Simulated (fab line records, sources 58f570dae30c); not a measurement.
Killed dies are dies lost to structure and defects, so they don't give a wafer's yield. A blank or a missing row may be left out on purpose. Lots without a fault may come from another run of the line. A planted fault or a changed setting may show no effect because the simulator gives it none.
Which tool did it? | flow berkeley_cmos170 | 14 lots, 42 wafers sampled, at 3 steps of a route of 331

WHAT THE GAUGES READ, wafer by wafer
UCB170_NLDD_TW_MEAS_11.
lot  | measured     | on            | NLDD_TW
L422 | day 7 13:52  | film_metro-02 | 2200 2208 2201
L421 | day 7 14:57  | film_metro-02 | 2208 2205 2203
L420 | day 7 15:01  | film_metro-03 | 2189 2195 2198
L423 | day 8 09:05  | film_metro-02 | 2194 2185 2202
L424 | day 8 09:36  | film_metro-03 | 2204 2220 2211
L426 | day 8 20:20  | film_metro-02 | 2195 2195 2199
L430 | day 8 22:56  | film_metro-04 | 2225 2233 2241
L427 | day 9 00:16  | film_metro-04 | 2171 2167 2173
L428 | day 9 00:31  | film_metro-03 | 2189 2194 2204
L432 | day 10 05:22 | film_metro-04 | 2182 2184 2187
L438 | day 11 10:02 | film_metro-03 | 2206 2223 2211
L439 | day 11 10:19 | film_metro-02 | 2203 2199 2200
L440 | day 11 13:34 | film_metro-02 | 2198 2197 2197
L442 | day 12 13:10 | film_metro-03 | 2217 2201 2211

UCB170_SDANNEAL_RS_MEAS_05: measures by four-point-probe.
lot  | measured     | on            | NLDD_RS (ohm/sq)
L422 | day 8 00:45  | film_metro-04 | 617.3 617.8 617.4
L421 | day 8 00:56  | film_metro-03 | 616.9 617.7 616.8
L420 | day 8 01:28  | film_metro-04 | 616.7 614.8 616.3
L423 | day 8 23:53  | film_metro-02 | 617.7 616.7 616.1
L424 | day 9 00:20  | film_metro-02 | 617.4 619.9 621.0
L426 | day 9 10:31  | film_metro-03 | 618.0 617.8 618.5
L430 | day 9 10:50  | film_metro-04 | 615.2 615.3 615.7
L427 | day 9 11:17  | film_metro-03 | 644.4 645.8 646.7 644.1 645.0 646.5
L428 | day 9 11:23  | film_metro-04 | 616.2 614.4 614.6
L432 | day 10 17:32 | film_metro-04 | 641.1 640.3 642.1 640.2 642.0 641.7
L438 | day 11 21:51 | film_metro-04 | 615.4 615.7 615.6
L439 | day 11 22:17 | film_metro-02 | 614.9 615.8 616.1
L440 | day 11 22:40 | film_metro-03 | 616.6 616.6 616.5
L442 | day 13 00:33 | film_metro-03 | 618.9 619.2 617.7

WHICH TOOL RAN EACH LOT (tool, then ch and the chambers of the sampled wafers, then the start)
lot  | UCB170_NLDD_IMPLANT_09
L422 | implanter-03 ch 0, day 7 13:38
L421 | implanter-04 ch 0, day 7 14:43
L420 | implanter-03 ch 0, day 7 14:48
L423 | implanter-01 ch 0, day 8 08:52
L424 | implanter-03 ch 0, day 8 09:21
L426 | implanter-04 ch 0, day 8 20:05
L430 | implanter-01 ch 0, day 8 22:43
L427 | implanter-01 ch 0, day 8 23:58
L428 | implanter-03 ch 0, day 9 00:16
L432 | implanter-01 ch 0, day 10 05:08
L438 | implanter-03 ch 0, day 11 09:48
L439 | implanter-04 ch 0, day 11 10:06
L440 | implanter-04 ch 0, day 11 13:19
L442 | implanter-03 ch 0, day 12 12:55
- UCB170_NLDD_IMPLANT_09

WHAT THE TOOLS THEMSELVES READ (means of the sampled wafers that have a number; where no wafer has one, the mark that the record gives instead)
UCB170_NLDD_IMPLANT_09.
lot  | tool         | dose_ions_cm2 | faraday_current_uA
L422 | implanter-03 | 5e+13         | 162.0
L421 | implanter-04 | 5e+13         | 157.9
L420 | implanter-03 | 5e+13         | 158.7
L423 | implanter-01 | 5e+13         | 158.8
L424 | implanter-03 | 5e+13         | 158.4
L426 | implanter-04 | 5e+13         | 161.1
L430 | implanter-01 | 5e+13         | 160.3
L427 | implanter-01 | 4e+13         | 138.5
L428 | implanter-03 | 5e+13         | 157.5
L432 | implanter-01 | 4e+13         | 144.0
L438 | implanter-03 | 5e+13         | 159.9
L439 | implanter-04 | 5e+13         | 159.6
L440 | implanter-04 | 5e+13         | 156.2
L442 | implanter-03 | 5e+13         | 156.2

THE ANSWER, worked out from the rows above alone
Rule: what is usual is taken from the lots themselves. Put in order of their means at a reading, lots are off if they are a third of the lots or fewer, leave a main group of 4 or more, and stand apart from it by a gap of 3 or more times the standard deviation of the main group's means; of several such gaps the widest counts. A main group whose means are all the same, to the digits that the tables above print for the reading, isn't used. A lot without any number at a reading at which 4 lots or more have one is off too. The other lots that the step has rows for count as sound. The gauges are gone through in route order, then the tools' own readings, and for those a lot's mean is taken as printed above. The first step at which some lot is off is used, and at that step the reading that is off furthest; a lot without a number counts as furthest.
Off: L427, L432, at UCB170_SDANNEAL_RS_MEAS_05 (NLDD_RS). The main group: mean 616.8 ohm/sq, standard deviation 1.3.
A tool fits if, at a process step before that reading, it ran every lot that is off, and no sound lot after the first of them. The gauges at UCB170_SDANNEAL_RS_MEAS_05 aren't tried: what is off there is off at UCB170_NLDD_IMPLANT_09 too, on other tools, and a gauge's error can't cause that. One fits: implanter-01 at UCB170_NLDD_IMPLANT_09. Its last sound lot is L430 (day 8 22:43), its first lot that is off L427 (day 8 23:58): a fault that began between those two fits.
The tool's own readings at UCB170_NLDD_IMPLANT_09 bear it out: on the lots that are off they differ by more than 5 times the standard deviation of the sound lots' means. dose_ions_cm2 reads 4e+13 there against 5e+13 on the sound lots; faraday_current_uA reads 141.2 there against 158.9 on the sound lots.

WHAT THE SIMULATOR HAD PUT IN
Process parameter drift: implanter-01, from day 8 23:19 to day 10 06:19, at UCB170_NLDD_IMPLANT_09. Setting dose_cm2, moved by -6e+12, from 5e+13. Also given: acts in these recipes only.
Lots struck among those shown: L427, L432. The rule above found the same.
